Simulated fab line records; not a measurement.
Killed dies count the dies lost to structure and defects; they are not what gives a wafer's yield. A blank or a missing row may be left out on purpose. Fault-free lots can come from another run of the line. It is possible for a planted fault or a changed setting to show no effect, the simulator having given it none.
fab line records | flow ritCmos
record: lots: 5 wafers: 23
route steps=202 shown SILICIDE@162 CONTACT@173 M1@184
startH: the number of hours between the record's first day and the start of the first shown wafer of the lot | waitH: time in hours since the lot's previous step | " unchanged from the row above | L1.1+2: a single row standing in for several wafers | - either no value or no given start | * or withheld: withheld | < > ~ a bound
route shown NAME@n: a module of which the file shows steps, and the number in the route of the first | usual: the fault-free wafers' mean and standard deviation | same: alike in all rows | chamber/n: place in a boat | sites: readings site by site | _std_site: the values' standard deviation | _edge_site: inner sites' mean taken away from outer sites' mean | radiusMm: how far each site lies from the wafer's centre | mask NAME#n: copy n | behind: tool/chamber where the wafer was last shaped | hold: reason for holding the lot/hours on hold/outcome of the hold | device: which transistor (n, p or np) failed to switch | end of line: the tests these same wafers got at the end of their route | where a step has no rows: the recipe by itself | killed: at the first sort, the dies lost to defects and structure; wafer yield is something else | map: a wafer's dies, x killed, . not, _ none there
set.NAME: the setting the step ran with; set.NAME@STEP: the setting that earlier step ran with | model.NAME: the simulator's own value behind a step, which no gauge read
lots run with intentionally changed settings; tables by step, rows by wafer
== steps ==
step: RIT_SILICIDE_SPUTTER_01
recipe: material: Ti targetThkNm: 30 powerW: 350 chamberPressurePa: 0.667 gas: Ar timeS: 240 substrateTempC: 25
columns lot.wafer tool chamber startH waitH set.timeS model.Ti_of_SILICIDE_SPUTTER_01.thkNm
L074.1 pvdSputter-03 - 49.72 0.0 258.5 32.32
L074.2 " - " " 240 29.79
L074.3 " - " " 258.5 32.79
L074.5 " - " " 240 29.95
L074.6 " - " " 240 30.35
L076.1 pvdSputter-03 - 62.53 0.0 216.4 26.51
L076.3 " - " " 240 29.39
L076.4 " - " " 216.4 26.47
L076.5 " - " " 240 29.83
L076.6 " - " " 240 29.45
L081.1 pvdSputter-02 - 86.33 0.0 240 30.52
L081.2 " - " " 240 30.07
L081.3 " - " " 240 30.68
L081.4 " - " " 240 30.08
L081.6 " - " " 240 30.44
L082.2 pvdSputter-03 - 90.83 0.0 251.2 31.45
L082.3 " - " " 251.2 32.12
L082.4 " - " " 240 30.18
L082.5 " - " " 240 30.23
L082.6 " - " " 251.2 32.08
L083.1 pvdSputter-02 - 95.78 0.0 240 29.73
L083.5 " - " " 240 30.08
L083.6 " - " " 240 29.67
step: RIT_SILICIDE_RS_MEAS_02
recipe: thkMeasGauge: four-point-probe reads: Ti_of_SILICIDE_SPUTTER_01
usual: SILICIDE_TI_RS: 47.8/0.76
columns lot.wafer tool chamber startH waitH set.timeS@SILICIDE_SPUTTER_01 SILICIDE_TI_RS[ohm/sq]
L074.1 filmMetro-01 - 49.87 0.1 258.5 43.7
L074.2 " - " " 240 48.4
L074.3 " - " " 258.5 42.9
L074.5 " - " " 240 48.1
L074.6 " - " " 240 47.3
L076.1 filmMetro-01 - 62.68 0.1 216.4 56.0
L076.3 " - " " 240 49.2
L076.4 " - " " 216.4 56.1
L076.5 " - " " 240 48.2
L076.6 " - " " 240 49.2
L081.1 filmMetro-03 - 86.48 0.1 240 46.9
L081.2 " - " " 240 47.9
L081.3 " - " " 240 46.6
L081.4 " - " " 240 47.8
L081.6 " - " " 240 47.1
L082.2 filmMetro-01 - 91.00 0.1 251.2 45.3
L082.3 " - " " 251.2 43.9
L082.4 " - " " 240 47.7
L082.5 " - " " 240 47.5
L082.6 " - " " 251.2 44.1
L083.1 filmMetro-03 - 95.93 0.1 240 48.5
L083.5 " - " " 240 47.8
L083.6 " - " " 240 48.5
step: RIT_SILICIDE_THK_MEAS_03
recipe: thkMeasGauge: xrf reads: Ti_of_SILICIDE_SPUTTER_01
usual: SILICIDE_TI_THK: 30.1/0.39
columns lot.wafer tool chamber startH waitH set.timeS@SILICIDE_SPUTTER_01 SILICIDE_TI_THK[nm]
L074.1 filmMetro-01 - 49.99 0.1 258.5 32.4
L074.2 " - " " 240 29.8
L074.3 " - " " 258.5 32.8
L074.5 " - " " 240 29.9
L074.6 " - " " 240 30.5
L076.1 filmMetro-01 - 62.80 0.1 216.4 26.5
L076.3 " - " " 240 29.5
L076.4 " - " " 216.4 26.6
L076.5 " - " " 240 30.1
L076.6 " - " " 240 29.4
L081.1 filmMetro-03 - 86.60 0.1 240 30.5
L081.2 " - " " 240 30.1
L081.3 " - " " 240 30.8
L081.4 " - " " 240 30.2
L081.6 " - " " 240 30.4
L082.2 filmMetro-01 - 91.11 0.1 251.2 31.5
L082.3 " - " " 251.2 32.3
L082.4 " - " " 240 30.2
L082.5 " - " " 240 30.2
L082.6 " - " " 251.2 32.1
L083.1 filmMetro-03 - 96.05 0.1 240 29.9
L083.5 " - " " 240 30.1
L083.6 " - " " 240 29.7
step: RIT_CONTACT_EXPOSE_05
recipe: maskId: M11 na: 0.6 sourceShape: conventional sigmaOuter: 0.5 targetCdNm: 1000 doseMj: 250
columns lot.wafer tool chamber startH waitH mask set.doseMj
L074.1+2 ilineStepper-02 0 50.91 0.2 M11#0 233.4
L074.3+5+6 " 0 " " M11#0 250
L076.1+3 ilineStepper-01 0 63.72 0.2 M11#0 264.3
L076.4+5+6 " 0 " " M11#0 250
L081.1+4 ilineStepper-02 0 87.63 0.4 M11#0 250
L081.2+3+6 " 0 " " M11#0 259.5
L082.2+5+6 ilineStepper-02 0 91.98 0.1 M11#0 237.2
L082.3+4 " 0 " " M11#0 250
L083.1+5+6 ilineStepper-02 0 96.85 0.1 M11#0 250
step: RIT_CONTACT_DEVELOP_07
recipe: resist: NOVOLAK developTimeS: 120 devTempC: 23
columns lot.wafer tool chamber startH waitH set.developTimeS
L074.1+6 lithoTrack-02 0 - - 126.8
L074.2+3+5 " 0 " " 120
L076.1+3+4+5+6 lithoTrack-02 0 - - 120
L081.1+3 lithoTrack-03 0 - - 109.8
L081.2+4+6 " 0 " " 120
L082.2+6 lithoTrack-03 0 - - 107
L082.3+4+5 " 0 " " 120
L083.1+5+6 lithoTrack-02 0 - - 120
step: RIT_CONTACT_CD_MEAS_08
recipe: targetCdNm: 1000
usual: cdNm: 1000.1/2.2
columns lot.wafer tool chamber startH waitH set.doseMj@CONTACT_EXPOSE_05 set.developTimeS@CONTACT_DEVELOP_07 cdNm
L074.1 cdSem-02 - 51.43 - 233.4 126.8 983.1
L074.2 " - " " 233.4 120 979.5
L074.3 " - " " 250 120 999.2
L074.5 " - " " 250 120 997.6
L074.6 " - " " 250 126.8 1004.7
L076.1 cdSem-02 - 64.24 - 264.3 120 1012.0
L076.3 " - " " 264.3 120 1013.4
L076.4 " - " " 250 120 997.8
L076.5 " - " " 250 120 999.0
L076.6 " - " " 250 120 997.4
L081.1 cdSem-01 - 88.15 - 250 109.8 990.0
L081.2 " - " " 259.5 120 1005.4
L081.3 " - " " 259.5 109.8 1003.1
L081.4 " - " " 250 120 997.9
L081.6 " - " " 259.5 120 1008.3
L082.2 cdSem-01 - 92.75 - 237.2 107 977.6
L082.3 " - " " 250 120 999.9
L082.4 " - " " 250 120 1004.0
L082.5 " - " " 237.2 120 985.9
L082.6 " - " " 237.2 107 977.7
L083.1 cdSem-01 - 97.43 - 250 120 1002.6
L083.5 " - " " 250 120 1002.3
L083.6 " - " " 250 120 1004.0
step: RIT_CONTACT_HARDBAKE_10
recipe: resist: NOVOLAK tempC: 140 timeS: 60
step: RIT_CONTACT_ETCH_11
recipe: targetDepthA: 4800 overEtchFrac: 0.2 stopOn: TiSi2 chemistry: CHF3/CF4/Ar target: SiO2 CHF3_flow_sccm: 50 cf4FlowSccm: 10 Ar_flow_sccm: 100 O2_flow_sccm: 5 pressureMtorr: 100 rfW: 200 timeS: 320
columns lot.wafer tool chamber startH waitH set.doseMj@CONTACT_EXPOSE_05 set.developTimeS@CONTACT_DEVELOP_07 model.CONTACT.cdNm
L074.1 rieDiel-02 3 51.73 0.1 233.4 126.8 982.8
L074.2 " 0 " " 233.4 120 979.2
L074.3 " 1 " " 250 120 998.8
L074.5 " 1 " " 250 120 997.3
L074.6 " 2 " " 250 126.8 1005
L076.1 rieDiel-01 1 64.54 0.1 264.3 120 1012
L076.3 " 2 " " 264.3 120 1014
L076.4 " 0 " " 250 120 998
L076.5 " 1 " " 250 120 998.9
L076.6 " 0 " " 250 120 997.2
L081.1 rieDiel-04 3 88.46 0.1 250 109.8 990.3
L081.2 " 2 " " 259.5 120 1005
L081.3 " 0 " " 259.5 109.8 1003
L081.4 " 3 " " 250 120 998
L081.6 " 2 " " 259.5 120 1008
L082.2 rieDiel-02 2 93.04 0.1 237.2 107 977.2
L082.3 " 0 " " 250 120 999.3
L082.4 " 2 " " 250 120 1003
L082.5 " 0 " " 237.2 120 985.5
L082.6 " 3 " " 237.2 107 977.8
L083.1 rieDiel-02 3 97.73 0.1 250 120 1003
L083.5 " 2 " " 250 120 1002
L083.6 " 0 " " 250 120 1004
step: RIT_CONTACT_STRIP_12
recipe: chemistry: O2 timeS: 180 resist: NOVOLAK platenTempC: withheld powerW: 500 pressureMtorr: 4000 o2FlowSccm: 4000
step: RIT_CONTACT_CD_MEAS_90
recipe: targetCdNm: 1000
usual: cdNm: 1000.1/2.2
columns lot.wafer tool chamber startH waitH set.doseMj@CONTACT_EXPOSE_05 set.developTimeS@CONTACT_DEVELOP_07 cdNm
L074.1 cdSem-01 - 52.10 0.1 233.4 126.8 982.8
L074.2 " - " " 233.4 120 979.5
L074.3 " - " " 250 120 999.1
L074.5 " - " " 250 120 997.4
L074.6 " - " " 250 126.8 1004.6
L076.1 cdSem-01 - 64.91 0.1 264.3 120 1012.3
L076.3 " - " " 264.3 120 1013.7
L076.4 " - " " 250 120 998.2
L076.5 " - " " 250 120 998.9
L076.6 " - " " 250 120 997.0
L081.1 cdSem-02 - 88.82 0.1 250 109.8 990.1
L081.2 " - " " 259.5 120 1005.1
L081.3 " - " " 259.5 109.8 1003.1
L081.4 " - " " 250 120 998.1
L081.6 " - " " 259.5 120 1008.3
L082.2 cdSem-02 - 93.43 0.1 237.2 107 977.4
L082.3 " - " " 250 120 999.4
L082.4 " - " " 250 120 1003.4
L082.5 " - " " 237.2 120 985.8
L082.6 " - " " 237.2 107 977.7
L083.1 cdSem-01 - 98.10 0.1 250 120 1003.3
L083.5 " - " " 250 120 1002.7
L083.6 " - " " 250 120 1003.9
step: RIT_M1_SPUTTER_00
recipe: material: Al targetThkNm: 400 powerW: 2000 chamberPressurePa: 0.4 gas: Ar timeS: 500 substrateTempC: 25
columns lot.wafer tool chamber startH waitH set.timeS model.Al_of_M1_SPUTTER_00.thkNm
L074.1 pvdSputter-01 - 52.59 0.0 536.7 428.9
L074.2 " - " " 536.7 437.7
L074.3 " - " " 500 411.7
L074.5 " - " " 500 409
L074.6 " - " " 536.7 436.4
L076.1 pvdSputter-01 - 65.38 0.0 545.8 438.4
L076.3 " - " " 545.8 436.6
L076.4 " - " " 545.8 430
L076.5 " - " " 500 400.1
L076.6 " - " " 500 398
L081.1 pvdSputter-04 - 89.29 0.0 560.7 442.4
L081.2 " - " " 500 403.5
L081.3 " - " " 500 397.3
L081.4 " - " " 500 397.7
L081.6 " - " " 560.7 443.4
L082.2 pvdSputter-01 - 93.88 0.0 500 396.4
L082.3 " - " " 500 397.3
L082.4 " - " " 500 408
L082.5 " - " " 500 404.9
L082.6 " - " " 500 405.6
L083.1 pvdSputter-04 - 98.59 0.0 500 400.7
L083.5 " - " " 500 397.8
L083.6 " - " " 500 397.6
step: RIT_M1_RS_MEAS_01
recipe: thkMeasGauge: four-point-probe reads: Al_of_M1_SPUTTER_00
usual: M1_AL_RS: 0.0734/0.0008
columns lot.wafer tool chamber startH waitH set.timeS@M1_SPUTTER_00 M1_AL_RS[ohm/sq]
L074.1 filmMetro-03 - 52.88 0.1 536.7 0.0686
L074.2 " - " " 536.7 0.0671
L074.3 " - " " 500 0.0713
L074.5 " - " " 500 0.0718
L074.6 " - " " 536.7 0.0672
L076.1 filmMetro-02 - 65.68 0.1 545.8 0.0670
L076.3 " - " " 545.8 0.0672
L076.4 " - " " 545.8 0.0683
L076.5 " - " " 500 0.0734
L076.6 " - " " 500 0.0738
L081.1 filmMetro-03 - 89.59 0.1 560.7 0.0663
L081.2 " - " " 500 0.0729
L081.3 " - " " 500 0.0740
L081.4 " - " " 500 0.0739
L081.6 " - " " 560.7 0.0663
L082.2 filmMetro-03 - 94.19 0.2 500 0.0741
L082.3 " - " " 500 0.0739
L082.4 " - " " 500 0.0720
L082.5 " - " " 500 0.0726
L082.6 " - " " 500 0.0725
L083.1 filmMetro-04 - 98.88 0.1 500 0.0733
L083.5 " - " " 500 0.0738
L083.6 " - " " 500 0.0739
step: RIT_M1_THK_MEAS_02
recipe: thkMeasGauge: xrf reads: Al_of_M1_SPUTTER_00
usual: M1_AL_THK: 401/5.2
columns lot.wafer tool chamber startH waitH set.timeS@M1_SPUTTER_00 M1_AL_THK[nm]
L074.1 filmMetro-03 - 53.00 0.1 536.7 431
L074.2 " - " " 536.7 443
L074.3 " - " " 500 416
L074.5 " - " " 500 411
L074.6 " - " " 536.7 442
L076.1 filmMetro-02 - 65.80 0.1 545.8 439
L076.3 " - " " 545.8 434
L076.4 " - " " 545.8 427
L076.5 " - " " 500 400
L076.6 " - " " 500 398
L081.1 filmMetro-03 - 89.71 0.1 560.7 444
L081.2 " - " " 500 406
L081.3 " - " " 500 401
L081.4 " - " " 500 400
L081.6 " - " " 560.7 445
L082.2 filmMetro-03 - 94.30 0.1 500 397
L082.3 " - " " 500 400
L082.4 " - " " 500 412
L082.5 " - " " 500 407
L082.6 " - " " 500 409
L083.1 filmMetro-04 - 99.00 0.1 500 402
L083.5 " - " " 500 399
L083.6 " - " " 500 400
step: RIT_M1_DEVELOP_08
recipe: resist: NOVOLAK developTimeS: 68 devTempC: 23
columns lot.wafer tool chamber startH waitH set.developTimeS
L074.1+3+5 lithoTrack-02 0 - - 68
L074.2+6 " 0 " " 57.83
L076.1+5+6 lithoTrack-02 0 - - 62.92
L076.3+4 " 0 " " 68
L081.1+2 lithoTrack-02 0 - - 68
L081.3+4+6 " 0 " " 59
L082.2+3+4+5+6 lithoTrack-01 0 - - 68
L083.1+5+6 lithoTrack-02 0 - - 68
step: RIT_M1_CD_MEAS_09
recipe: targetCdNm: 2600
usual: cdNm: 2600.2/2.5
columns lot.wafer tool chamber startH waitH set.developTimeS@M1_DEVELOP_08 cdNm
L074.1 cdSem-02 - 54.07 - 68 2600.6
L074.2 " - " " 57.83 2616.0
L074.3 " - " " 68 2598.6
L074.5 " - " " 68 2600.6
L074.6 " - " " 57.83 2612.7
L076.1 cdSem-02 - 66.74 - 62.92 2606.4
L076.3 " - " " 68 2598.2
L076.4 " - " " 68 2601.5
L076.5 " - " " 62.92 2607.1
L076.6 " - " " 62.92 2605.7
L081.1 cdSem-01 - 90.77 - 68 2603.0
L081.2 " - " " 68 2603.5
L081.3 " - " " 59 2617.1
L081.4 " - " " 59 2616.1
L081.6 " - " " 59 2613.0
L082.2 cdSem-01 - 95.25 - 68 2603.4
L082.3 " - " " 68 2604.6
L082.4 " - " " 68 2604.1
L082.5 " - " " 68 2604.3
L082.6 " - " " 68 2600.7
L083.1 cdSem-02 - 100.07 - 68 2599.4
L083.5 " - " " 68 2599.8
L083.6 " - " " 68 2598.5
step: RIT_M1_METAL_ETCH_12
recipe: stopOn: SiO2 chemistry: Cl2/BCl3 target: Al timeS: 165 overEtchFrac: 0.5 pressureMtorr: 100 targetDepthA: 6000 rfW: 250 Cl2_flow_sccm: 60 bcl3FlowSccm: 50
columns lot.wafer tool chamber startH waitH set.rfW set.developTimeS@M1_DEVELOP_08 model.M1.cdNm
L074.1 rieMetal-01 1 54.47 0.2 273.7 68 2595
L074.2 " 0 " " 250 57.83 2617
L074.3 " 0 " " 250 68 2599
L074.5 " 0 " " 273.7 68 2596
L074.6 " 1 " " 250 57.83 2612
L076.1+6 rieMetal-03 0 67.15 0.2 250 62.92 2607
L076.3 " 0 " " 226.2 68 2604
L076.4 " 1 " " 250 68 2601
L076.5 " 1 " " 226.2 62.92 2611
L081.1 rieMetal-04 1 91.18 0.2 250 68 2605
L081.2 " 0 " " 250 68 2601
L081.3 " 0 " " 264.9 59 2613
L081.4 " 1 " " 264.9 59 2616
L081.6 " 0 " " 250 59 2613
L082.2 rieMetal-03 0 95.64 0.2 250 68 2606
L082.3 " 1 " " 265.5 68 2602
L082.4 " 0 " " 265.5 68 2603
L082.5 " 1 " " 250 68 2604
L082.6 " 0 " " 265.5 68 2600
L083.1 rieMetal-01 1 100.47 0.2 250 68 2599
L083.5 " 0 " " 250 68 2601
L083.6 " 1 " " 250 68 2600
step: RIT_M1_STRIP_13
recipe: chemistry: nmp resist: NOVOLAK tempC: 80 timeS: 600 dry: n2Spin
step: RIT_M1_STRIP_14
recipe: chemistry: O2 timeS: 180 platenTempC: withheld powerW: 500 pressureMtorr: 4000 o2FlowSccm: 4000
step: RIT_M1_CD_MEAS_90
recipe: targetCdNm: 2600
usual: cdNm: 2600.7/2.8
columns lot.wafer tool chamber startH waitH set.developTimeS@M1_DEVELOP_08 cdNm
L074.1 cdSem-02 - 55.06 0.1 68 2595.4
L074.2 " - " " 57.83 2617.7
L074.3 " - " " 68 2599.4
L074.5 " - " " 68 2596.3
L074.6 " - " " 57.83 2611.6
L076.1 cdSem-02 - 67.68 0.1 62.92 2607.1
L076.3 " - " " 68 2604.0
L076.4 " - " " 68 2601.0
L076.5 " - " " 62.92 2611.3
L076.6 " - " " 62.92 2607.0
L081.1 cdSem-02 - 91.69 0.1 68 2605.2
L081.2 " - " " 68 2601.4
L081.3 " - " " 59 2613.7
L081.4 " - " " 59 2615.6
L081.6 " - " " 59 2612.7
L082.2 cdSem-02 - 96.17 0.1 68 2605.9
L082.3 " - " " 68 2602.3
L082.4 " - " " 68 2602.6
L082.5 " - " " 68 2604.6
L082.6 " - " " 68 2599.8
L083.1 cdSem-02 - 101.00 0.1 68 2599.2
L083.5 " - " " 68 2601.5
L083.6 " - " " 68 2599.9
step: RIT_M1_ANNEAL_15
recipe: tempC: 450 timeS: 1800 ambient: forming_gas_H2N2
step: RIT_M1_PROBE_99
columns lot.wafer tool chamber startH waitH set.doseMj@GATE_EXPOSE_13 set.timeS@REOX_CLEAN_01 set.developTimeS@CONTACT_DEVELOP_07 set.timeS@M1_SPUTTER_00 model.etest.pmosTurned.rOnOhmUm model.etest.pmos_0p15.rOnOhmUm model.etest.nmos_0p15.rOnOhmUm model.etest.nldd.widthNm model.etest.pldd.widthNm model.etest.nmos_0p15.driveUaUm model.etest.pmos_0p15.driveUaUm
L074.1 prober-01 - 56.98 0.1 391 31.41 126.8 536.7 3595 2796 1127 3204 3180 467.9 254.1
L074.2 prober-01 - 57.03 0.1 391 31.41 120 536.7 3277 2494 1062 3198 3199 535.2 292.8
L074.3 prober-01 - 57.08 0.2 380 31.41 120 500 3645 2833 1123 3209 3202 473.4 248.9
L074.5 prober-01 - 57.18 0.2 391 31.41 120 500 3540 2771 1086 3210 3184 475.7 252.2
L074.6 prober-01 - 57.23 0.2 380 31.41 126.8 536.7 3584 2809 1144 3211 3186 463.4 251.7
L081.1 prober-02 - 93.43 0.1 380 27.68 109.8 560.7 - - - - - - -
L081.2+4 prober-02 - 93.48 0.1 361 27.68 120 500 - - - - - - -
L081.3 prober-02 - 93.53 0.2 380 27.68 109.8 500 - - - - - - -
L081.6 prober-02 - 93.68 0.2 380 27.68 120 560.7 - - - - - - -
L082.2 prober-01 - 98.49 0.1 398 33.62 107 500 2732 2118 882.4 3261 3258 592.7 341
L082.3 prober-01 - 98.54 0.2 380 33.62 120 500 3438 2767 1084 3240 3243 446.2 248
L082.4 prober-01 - 98.59 0.2 380 33.62 120 500 3408 2785 1071 3251 3238 455.1 248.2
L082.5 prober-01 - 98.64 0.2 380 33.62 120 500 3330 2712 1037 3250 3235 464.3 257.1
L082.6 prober-01 - 98.69 0.2 398 33.62 107 500 2806 2159 895 3237 3252 587.2 330.7
L083.1 prober-02 - 102.74 0.1 380 30 120 500 3526 2874 1201 3161 3143 442.7 245.7
L083.5 prober-02 - 102.94 0.2 380 30 120 500 3495 2819 1210 3153 3148 443.5 250.6
L083.6 prober-02 - 102.99 0.2 380 30 120 500 3511 2832 1189 3168 3152 447.2 249.8
killed by level:class
L083.1 GATE:geometricParticle:open=4 SILICIDE:geometricParticle:open=2 SILICIDE:geometricParticle:short=1
L083.5 GATE:geometricParticle:open=3 GATE:geometricParticle:short=3 SILICIDE:geometricParticle:open=1
L083.6 GATE:geometricParticle:short=2 FOX1:geometricParticle:open=1 GATE:geometricParticle:open=1 REOX:geometricParticle:short=1 SILICIDE:geometricParticle:open=1 SILICIDE:geometricParticle:short=1
== key ==
split: step: RIT_SILICIDE_SPUTTER_01 setting: timeS stated: 240 by: wafer
response: step: RIT_SILICIDE_SPUTTER_01 reading: model.Ti_of_SILICIDE_SPUTTER_01.thkNm change: +0.323 per: 1% r: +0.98
response: step: RIT_SILICIDE_RS_MEAS_02 reading: SILICIDE_TI_RS change: -0.682 per: 1% r: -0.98
response: step: RIT_SILICIDE_THK_MEAS_03 reading: SILICIDE_TI_THK change: +0.328 per: 1% r: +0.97
split: step: RIT_CONTACT_EXPOSE_05 setting: doseMj stated: 250 by: wafer
response: step: RIT_CONTACT_CD_MEAS_08 reading: cdNm change: +3.11 per: 1% r: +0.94
response: step: RIT_CONTACT_ETCH_11 reading: model.CONTACT.cdNm change: +3.11 per: 1% r: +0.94
response: step: RIT_CONTACT_CD_MEAS_90 reading: cdNm change: +3.1 per: 1% r: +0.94
split: step: RIT_CONTACT_DEVELOP_07 setting: developTimeS stated: 120 by: wafer
response: step: RIT_M1_PROBE_99 reading: model.etest.pmosTurned.rOnOhmUm change: +49 per: 1% r: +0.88
response: step: RIT_M1_PROBE_99 reading: model.etest.pmos_0p15.rOnOhmUm change: +48.6 per: 1% r: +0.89
response: step: RIT_M1_PROBE_99 reading: model.etest.nmos_0p15.rOnOhmUm change: +14.4 per: 1% r: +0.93
response: step: RIT_M1_PROBE_99 reading: model.etest.nmos_0p15.driveUaUm change: -10.9 per: 1% r: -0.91
response: step: RIT_M1_PROBE_99 reading: model.etest.pmos_0p15.driveUaUm change: -6.59 per: 1% r: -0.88
response: step: RIT_CONTACT_CD_MEAS_08 reading: cdNm slope: +0.784 per: 1% togetherWith: doseMj@CONTACT_EXPOSE_05 explained: 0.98
response: step: RIT_CONTACT_ETCH_11 reading: model.CONTACT.cdNm slope: +0.762 per: 1% togetherWith: doseMj@CONTACT_EXPOSE_05 explained: 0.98
response: step: RIT_CONTACT_CD_MEAS_90 reading: cdNm slope: +0.764 per: 1% togetherWith: doseMj@CONTACT_EXPOSE_05 explained: 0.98
split: step: RIT_M1_SPUTTER_00 setting: timeS stated: 500 by: wafer
response: step: RIT_M1_SPUTTER_00 reading: model.Al_of_M1_SPUTTER_00.thkNm change: +3.62 per: 1% r: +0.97
response: step: RIT_M1_RS_MEAS_01 reading: M1_AL_RS change: -0.000611 per: 1% r: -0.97
response: step: RIT_M1_THK_MEAS_02 reading: M1_AL_THK change: +3.54 per: 1% r: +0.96
response: step: RIT_M1_PROBE_99 reading: model.etest.pmosTurned.rOnOhmUm slope: -44 per: 1% togetherWith: developTimeS@CONTACT_DEVELOP_07 explained: 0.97
response: step: RIT_M1_PROBE_99 reading: model.etest.pmos_0p15.rOnOhmUm slope: -43 per: 1% togetherWith: developTimeS@CONTACT_DEVELOP_07 explained: 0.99
response: step: RIT_M1_PROBE_99 reading: model.etest.nmos_0p15.driveUaUm slope: +8.33 per: 1% togetherWith: developTimeS@CONTACT_DEVELOP_07 explained: 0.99
response: step: RIT_M1_PROBE_99 reading: model.etest.pmos_0p15.driveUaUm slope: +6.1 per: 1% togetherWith: developTimeS@CONTACT_DEVELOP_07 explained: 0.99
split: step: RIT_M1_DEVELOP_08 setting: developTimeS stated: 68 by: wafer
response: step: RIT_M1_CD_MEAS_09 reading: cdNm change: -0.934 per: 1% r: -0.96
response: step: RIT_M1_METAL_ETCH_12 reading: model.M1.cdNm change: -0.992 per: 1% r: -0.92
response: step: RIT_M1_CD_MEAS_90 reading: cdNm change: -0.99 per: 1% r: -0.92
split: step: RIT_M1_METAL_ETCH_12 setting: rfW stated: 250 by: wafer
response none clear
split outsideThisFile step=RIT_GATE_EXPOSE_13 setting=doseMj
split outsideThisFile step=RIT_REOX_CLEAN_01 setting=timeS
split outsideThisFile: this setting was split too, and the file shows its column; the key of that split is in another file
